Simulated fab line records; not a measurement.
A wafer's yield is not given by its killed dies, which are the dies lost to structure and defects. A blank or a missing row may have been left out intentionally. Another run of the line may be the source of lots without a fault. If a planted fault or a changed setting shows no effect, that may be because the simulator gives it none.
Comparing a struck lot with a sound one || flow rit_cmos || 17 out of 202 route steps
Sound: these wafers, L706.1, L706.2, L706.4. Wafers L701.4, L701.5, L701.6 were the ones struck. The cause is given at the end.
Per side, at each step with rows, come the tool, then ch with its chambers, and then its first start. Under that, the readings that differ: sound wafers || struck wafers || difference of the means || sigmas: that difference in standard deviations of wafers without a fault.
alike: words and numbers the same on both sides, and readings whose means are apart by under 2 such deviations; not compared: readings that were withheld, readings missing a value for some wafer, numbers with overlapping values and no deviation given by the record, and bounds like >300 which may hide the same value.
The two part at a step that has a row with sigmas, a row that says differs or no value, or rows on one side only. Numbers that have no deviation but don't overlap get no sigmas and don't part them. Lack of a reading on every wafer of one side parts them only where that side has two or more wafers.

first, 2 steps without rows for these wafers: RIT_NRETRO_HARDBAKE_07 (time 120 s); RIT_NRETRO_IMPLANT_08.
RIT_NRETRO_STRIP_09: strips in O2, time 180 s.
  sound on plasma_asher-01 ch 0,1, day 4 11:22; struck on plasma_asher-02 ch 0,1, day 3 09:30
  alike: chamber_pressure_mTorr, drypump_motor_current_A
  not compared: rf_hours_counter_h
RIT_NRETRO_TW_MEAS_10:
  sound on film_metro-02, day 4 11:33; struck on film_metro-03, day 3 09:39
  alike: NRETRO_TW
then, 6 steps without rows for these wafers: RIT_PRETRO_HMDS_00 (prime time 60 s); RIT_PRETRO_COAT_01 (resist thk 1300 nm); RIT_PRETRO_SOFTBAKE_02 (time 60 s); RIT_PRETRO_EXPOSE_03 (exposes mask M5, target cd 43700 nm); RIT_PRETRO_PEB_04; RIT_PRETRO_DEVELOP_05 (develop time 68 s).
RIT_PRETRO_OVL_MEAS_06:
  sound on overlay-02, day 4 12:37; struck on overlay-01, day 3 10:43
  alike: PRETRO_OVL
then, 1 step without rows for these wafers: RIT_PRETRO_HARDBAKE_07 (time 120 s).
RIT_PRETRO_IMPLANT_08:
  sound on implanter-03 ch 0, day 4 12:54; struck on implanter-01 ch 0, day 3 11:04
{"reading": "tilt_deg (degrees)", "sound": "6.981 6.995 7.004", "struck": "1.894 1.949 1.932", "difference": -5.068, "sigmas": "-99 or more"}
  alike: beam_on_s
RIT_PRETRO_STRIP_09: strips in O2, time 180 s.
  sound on plasma_asher-02 ch 0,1, day 4 13:03; struck on plasma_asher-01 ch 0,1, day 3 11:12
  alike: chamber_pressure_mTorr, drypump_motor_current_A
  not compared: rf_hours_counter_h
RIT_PRETRO_TW_MEAS_10:
  sound on film_metro-01, day 4 13:13; struck on film_metro-04, day 3 11:21
  alike: PRETRO_TW
  not compared: hold
then, 1 step without rows for these wafers: RIT_GATE_WET_ETCH_00 (etches SiO2 in BOE, target depth 56 nm, time 60 s).
RIT_M1_PROBE_99:
  sound on prober-01, day 5 16:10; struck on prober-02, day 4 12:49
  alike: killed_at_M0_to_M3, killed_at_contacts, killed_at_front_end, killed_dies, killed_open, killed_short

WHERE THEY PART
At RIT_PRETRO_IMPLANT_08 and nowhere else, as far as this record goes. Later steps at which nothing parts them and some readings are alike: RIT_PRETRO_STRIP_09, RIT_PRETRO_TW_MEAS_10, RIT_M1_PROBE_99.

WHY: what the simulator had put in
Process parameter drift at RIT_PRETRO_IMPLANT_08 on implanter-01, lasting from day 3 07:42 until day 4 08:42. From 7, the setting tilt_deg moved by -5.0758. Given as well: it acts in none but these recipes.
